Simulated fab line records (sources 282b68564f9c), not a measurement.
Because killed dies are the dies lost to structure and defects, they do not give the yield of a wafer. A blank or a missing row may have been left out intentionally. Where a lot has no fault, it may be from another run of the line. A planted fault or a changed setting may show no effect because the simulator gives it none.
Split-lot study -- flow rit_cmos -- 5 lots, 23 wafers read, on a route of 202 steps

== ABOUT THE SPLIT ==
At RIT_M1_SPUTTER_00 (material Al, target thk 400 nm, time 500 s), the setting time_s was moved away from the recipe's 500 s on 9 of the 23 wafers read, by -14.8% to +4.5%. For the rest of the wafers, this setting stayed at what the recipe calls for.

== FROM THE SPLIT TO THE READING: what the file shows between them, 2 steps ==
- RIT_M1_RS_MEAS_01: measures by four-point-probe
- RIT_M1_THK_MEAS_02: measures by xrf

== THE READING ==
oes_product_au, in a.u., at RIT_M1_METAL_ETCH_12 (etches Al in Cl2/BCl3, stops on SiO2, time 165 s, target depth 600 nm). On this fab line, fault-free wafers typically give 0.779 a.u. with a standard deviation of 0.016 a.u.

wafer,"tool, chamber at the split","time_s as run, s",against the recipe,"oes_product_au, a.u.",against lot-mates on the recipe
L075.1,"pvd_sputter-02, -",522.3,+4.5%,0.830,+0.046
L075.2,"pvd_sputter-02, -",500,recipe,0.764,-
L075.3,"pvd_sputter-02, -",500,recipe,0.802,-
L075.5,"pvd_sputter-02, -",500,recipe,0.785,-
L075.6,"pvd_sputter-02, -",522.3,+4.5%,0.796,+0.012
L076.1,"pvd_sputter-01, -",500,recipe,0.754,-
L076.3,"pvd_sputter-01, -",500,recipe,0.790,-
L076.4,"pvd_sputter-01, -",426.2,-14.8%,0.685,-0.104
L076.5,"pvd_sputter-01, -",500,recipe,0.824,-
L076.6,"pvd_sputter-01, -",426.2,-14.8%,0.721,-0.068
L078.1,"pvd_sputter-04, -",500,recipe,0.732,-
L078.2,"pvd_sputter-04, -",436.4,-12.7%,0.684,-0.070
L078.3,"pvd_sputter-04, -",500,recipe,0.776,-
L078.5,"pvd_sputter-04, -",436.4,-12.7%,0.719,-0.035
L078.6,"pvd_sputter-04, -",436.4,-12.7%,0.686,-0.068
L079.1,"pvd_sputter-02, -",500,recipe,0.791,-
L079.4,"pvd_sputter-02, -",500,recipe,0.787,-
L079.5,"pvd_sputter-02, -",500,recipe,0.780,-
L084.1,"pvd_sputter-04, -",428.4,-14.3%,0.707,-0.082
L084.2,"pvd_sputter-04, -",428.4,-14.3%,0.733,-0.056
L084.3,"pvd_sputter-04, -",500,recipe,0.795,-
L084.4,"pvd_sputter-04, -",500,recipe,0.771,-
L084.6,"pvd_sputter-04, -",500,recipe,0.801,-

FIT RESULTS
A straight line over all 23 wafers: oes_product_au changes by +0.00564 a.u. for each +1% of time_s; r = +0.87; the points scatter about the line by 0.022 a.u.
The same after taking each lot's own level away (the mean of its wafers on the recipe; 23 wafers): +0.00517 a.u. for each +1%; r = +0.89; scatter 0.019 a.u.
The reading moves by 0.076 a.u. for the largest change in time_s, on that fit.
Measured against the standard deviation above, the lots' own levels, which go from 0.7540 to 0.7893 a.u., span 2.2 times it.
Consequently the slope shifts little with the lot-to-lot level, the two slopes agreeing.
Check: -0.0696 a.u. against its lot-mates is what the line predicts for one of the wafers moved furthest among these (-14.8%) when that wafer is left out of the fit. Against them it came out at -0.104 a.u.

== OTHER SPLITS ON THESE WAFERS ==
Before the reading, these wafers also passed through other splits. Each is held against what the fit with the lots' levels taken away leaves over:
other split on the same wafers,wafers away from the commonest value,r with oes_product_au (lot level and that fit taken away)
RIT_NLDD_IMPLANT_08 dose_cm2,8,+0.02
RIT_SPACER_CVD_03 temp_c,15,-0.12
RIT_SPACER_ETCHBACK_05 rf_w,9,+0.09
RIT_SDANNEAL_CLEAN_00 time_s,15,-0.06
RIT_SILICIDE_SPUTTER_01 time_s,10,+0.04

== THE WHOLE CHAIN: every reading that the file lists as answering this split, in the file's order ==
step,what it does,reading,change (the file's fit),r (the file's)
RIT_M1_SPUTTER_00,"material Al, target thk 400 nm, time 500 s","Al_of_M1_SPUTTER_00.thk_nm (the simulator's own value, which no gauge read)",+4.12 nm for each +1% of the setting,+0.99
RIT_M1_RS_MEAS_01,measures by four-point-probe,M1_AL_RS,-0.000891 for each +1% of the setting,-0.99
RIT_M1_THK_MEAS_02,measures by xrf,M1_AL_THK,+4.19 for each +1% of the setting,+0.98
RIT_M1_METAL_ETCH_12,"etches Al in Cl2/BCl3, stops on SiO2, time 165 s, target depth 600 nm",oes_product_au,+0.00516 a.u. for each +1% of the setting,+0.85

== THE FILE'S OWN FIT ==
oes_product_au changes by +0.00516 a.u. for each +1% of time_s, r = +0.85.
